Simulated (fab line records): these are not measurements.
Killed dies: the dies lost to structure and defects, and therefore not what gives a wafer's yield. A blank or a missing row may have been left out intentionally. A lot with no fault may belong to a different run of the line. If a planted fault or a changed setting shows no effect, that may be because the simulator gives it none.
Struck lot and sound lot, side by side | flow berkeley cmos170 | 13 out of 331 route steps
Sound: wafers L443.1, L443.2, L443.4. Struck: wafers L452.2, L452.3, L452.6. The cause is named last.
Each step with rows lists, per side, the tool, then ch with its chambers, then its first start. Under that, the readings that differ: sound wafers | struck wafers | difference of the means | sigmas: that difference in standard deviations of wafers without a fault.
alike: readings with means less than 2 such deviations apart, plus words and numbers identical on both sides. not compared: withheld readings, readings lacking a value on some wafer, bounds such as >300 that could conceal the same value, and numbers that have no deviation in the record and whose values overlap.
Wherever a step has rows on one side only, a row that says differs or no value, or a row with sigmas, the two part there. Numbers that have no deviation but don't overlap get no sigmas and don't part them. A reading missing from all wafers of one side parts the sides only when that side holds two or more wafers.

first, 5 steps without rows for these wafers: UCB170_PWELL_COAT_08 (resist thk 890.8 nm); UCB170_PWELL_SOFTBAKE_09 (time 60 s); UCB170_PWELL_EXPOSE_10 (exposes mask PWELL, target cd 3000 nm); UCB170_PWELL_PEB_11; UCB170_PWELL_DEVELOP_12 (develop time 45 s).
UCB170_PWELL_OVL_MEAS_13:
  sound: overlay-01 at day 3 16:27; struck: overlay-02 at day 5 23:02
  alike: PWELL_OVL
UCB170_PWELL_ETCH_14: etches Si3N4 in CH3F/Ar/O2, stops on SiO2, target depth 242 nm, time 151 s.
  sound on rie diel-03 ch 1,2,3, day 3 16:29; struck on rie diel-02 ch 0,3, day 5 23:04
  alike: CH3F_flow_sccm, O2_flow_sccm, drypump motor current A, oes product au, throttle valve pct
  not compared: rf hours counter h
next, for these wafers, 1 step has no rows: UCB170_PWELL_IMPLANT_15.
UCB170_PWELL_STRIP_16: strips in O2.
  sound on plasma asher-02 ch 0,1, day 3 16:44; struck on plasma asher-02 ch 0,1, day 5 23:19
  alike: drypump motor current A, oes product au, strip time to endpoint s
  not compared: rf hours counter h
UCB170_PWELL_TW_MEAS_17:
  sound: film metro-04 at day 3 16:50; struck: film metro-04 at day 5 23:26
  alike: PWELL_TW
then, 2 steps without rows for these wafers: UCB170_PWELL_CLEAN_18 (cleans in SPM, time 600 s); UCB170_PWELL_WET_ETCH_19 (etches Si3N4 in H3PO4, time 14400 s).
UCB170_PWELL_WET_ETCH_20: etches SiO2 in BOE, time 22 s.
  sound on wet bench-03 ch 1, day 3 22:10; struck on wet bench-03 ch 3, day 6 03:47
  no value came back on the struck wafers for bath heat duty pct (%), run length s (s); on the sound wafers bath heat duty pct (%) reads 6.1 6.9 6.6

== WHERE THEY PART ==
At UCB170_PWELL_WET_ETCH_20 and nowhere else, as far as this record goes.

WHY: whatever the simulator had introduced
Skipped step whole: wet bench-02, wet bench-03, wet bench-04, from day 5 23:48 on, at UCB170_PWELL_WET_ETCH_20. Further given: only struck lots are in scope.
